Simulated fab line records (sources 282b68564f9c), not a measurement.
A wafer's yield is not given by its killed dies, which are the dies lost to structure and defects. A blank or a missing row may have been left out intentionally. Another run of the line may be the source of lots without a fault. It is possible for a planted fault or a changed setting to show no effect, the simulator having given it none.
Code-filled problem report in 8D (eight disciplines) form -- flow rit cmos -- the parts of the form that need people (team, actions taken, sign-off) are left out

1. WHAT IS WRONG
Wafers free of any fault read 115.93 ohm/sq (standard deviation 0.25) for PSD_RS at RIT_SDANNEAL_RS_MEAS_04, against a mean of 110.78 ohm/sq on 6 wafers of 2 lots. Measured from the usual mean, that is -21 standard deviations.
The step: measures by four-point-probe.
The first sign was on wafer L655.3 at day 6 01:50, on film metro-03. Wafers with a number at this step in the record: 42, from 14 lots. By rule, "out" or "out of limits" means more than 4 standard deviations away from the usual mean. Any other wafer with a number is counted as sound.

2. WHAT IT IS, AND WHAT IT ISN'T
question,is,is not
which readings at this step,PSD_RS,-
which lots,"L655, L660","L641, L643, L644, L646, L647, L649, L650, L651, L656, L661, L662, L664"
which wafers of those lots,all that have a number,-
read on which gauges,"film metro-01, film metro-03",film metro-02
when,from day 6 01:50,"up to then (24 sound wafers); but 12 sound wafers of L656, L661, L662, L664 came after"

3. WHAT RULES OUT EACH SUSPECT
Counting: any tool at a process step up to the reading is kept as a suspect provided that every lot that is out went through it and no sound lot did after the first of them.
- the gauge at RIT_SDANNEAL_RS_MEAS_04 is ruled out. Those wafers that are out were read across 2 gauges (film metro-01, film metro-03).
- implanter-02 at RIT_PSD_IMPLANT_08: kept. All lots that are out passed through it, beginning with L655 at day 6 01:02, and no sound lot followed; its final sound lot before that point was L651 at day 5 02:10. Its own readings are out on those wafers: beam energy keV.
Remaining after the count: implanter-02 at RIT_PSD_IMPLANT_08.

4. THE CAUSE (what the simulator had put in)
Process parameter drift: implanter-02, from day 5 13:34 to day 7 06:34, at RIT_PSD_IMPLANT_08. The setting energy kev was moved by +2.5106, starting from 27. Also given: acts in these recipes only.
Counting left only this tool.

5. SEQUENCE OF EFFECTS, ordered by route
One row per reading whose mean, taken over the struck wafers that have a number, lies over 3 standard deviations from the usual. Scope: only readings with a usual standard deviation given in the record; hours: median across lots of the time from each lot's start at the first step in this table that gives one to its start at this step; sigmas: change in usual standard deviations.
hours,step,reading,usual,on struck wafers,change,sigmas
0,RIT_PSD_IMPLANT_08,beam energy keV,26.999,29.509,+2.510,+99 or more
1,RIT_SDANNEAL_RS_MEAS_04,PSD_RS,115.93 ohm/sq,110.78,-5.16,-21
Here are the process steps it includes:
- RIT_PSD_IMPLANT_08

6. HOW IT WOULD HAVE BEEN CAUGHT EARLIER
Counted from the fault's start at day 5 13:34, it took 12 hours until the first out-of-limits reading at a measuring or inspecting step in this record, taken at day 6 01:50.
Tool's own readings at RIT_PSD_IMPLANT_08, beam energy keV: out on all struck wafers the step has rows for; an alarm limit on them would have tripped on the first.
Among the 2 lots that are out, L660 began RIT_PSD_IMPLANT_08 on implanter-02 after day 6 01:50. Holding the tool at that time would have saved it.
